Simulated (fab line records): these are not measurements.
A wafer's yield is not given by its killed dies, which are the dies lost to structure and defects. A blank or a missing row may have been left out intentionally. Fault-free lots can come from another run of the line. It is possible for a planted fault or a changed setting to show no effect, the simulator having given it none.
2 desks looking at one fault	flow rit_cmos	what lay behind the numbers comes last; until then each desk has only its own

== FOR THE TOOL OWNER'S DESK: implanter-02 ==
The tool's own readings at RIT_NRETRO_IMPLANT_08: means of the sampled wafers that have a number, for each lot that ran on this tool. Any lot whose mean is over 4 standard deviations away from the usual mean is out of limits and marked OUT; that distance is given in the brackets.
Columns: A = beam_energy_keV at RIT_NRETRO_IMPLANT_08, usual 70.001
lot	first seen here	A
L636	day 3 07:29	70.005
L640	day 4 04:07	69.988
L644	day 5 03:58	79.084 (+99 or more) OUT
L646	day 5 11:55	79.088 (+99 or more) OUT
L647	day 5 17:05	79.071 (+99 or more) OUT
This desk's finding: out of limits on L644, L646, L647; first on L644, day 5 03:58 (beam_energy_keV at RIT_NRETRO_IMPLANT_08). In limits: L636, L640.

== THE METROLOGY DESK ==
Means of the sampled wafers that have a number, per lot and without regard to the tool the lot ran on: this is what the gauges read. Any lot whose mean is over 4 standard deviations away from the usual mean is out of limits and marked OUT; that distance is given in the brackets.
Columns: A = NRETRO_TW at RIT_NRETRO_TW_MEAS_10, usual 1048; B = SILICIDE_TI_RS at RIT_SILICIDE_RS_MEAS_02, usual 46.0 ohm/sq
lot	first seen here	A	B
L631	day 2 07:09	1053	46.1
L632	day 2 13:17	1053	46.6
L635	day 3 04:05	1049	46.1
L636	day 3 07:47	1030	45.7
L637	day 3 15:08	1027	46.7
L640	day 4 04:26	1032	46.5
L643	day 4 20:40	1044	46.5
L644	day 5 04:24	1093	46.9
L646	day 5 12:13	1096	44.7
L647	day 5 17:25	1094	45.9
L649	day 6 00:32	1053	46.1
L650	day 6 08:28	1023	46.1
L651	day 6 14:55	1057	45.7
L652	day 6 16:57	1060	45.8
L654	day 7 04:29	1026	45.3
Finding of this desk: none of the 15 lots has anything out of limits.

== PUT TOGETHER ==
On L644, L646, L647, at day 5 03:58, an alarm was possible from the tool owner's desk.
Metrology desk: nothing out of limits seen.
The metrology desk has L644, L646, L647 on record, within its limits.
RIT_NRETRO_IMPLANT_08 was run on implanter-02 by each of the lots named.

== WHAT THE SIMULATOR HAD INSERTED ==
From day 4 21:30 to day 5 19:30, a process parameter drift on implanter-02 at RIT_NRETRO_IMPLANT_08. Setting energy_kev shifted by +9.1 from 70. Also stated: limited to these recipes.
Lots struck among those shown: L644, L646, L647.
Each desk's first reading out of limits, in hours after the fault started: the tool owner's desk, 6.
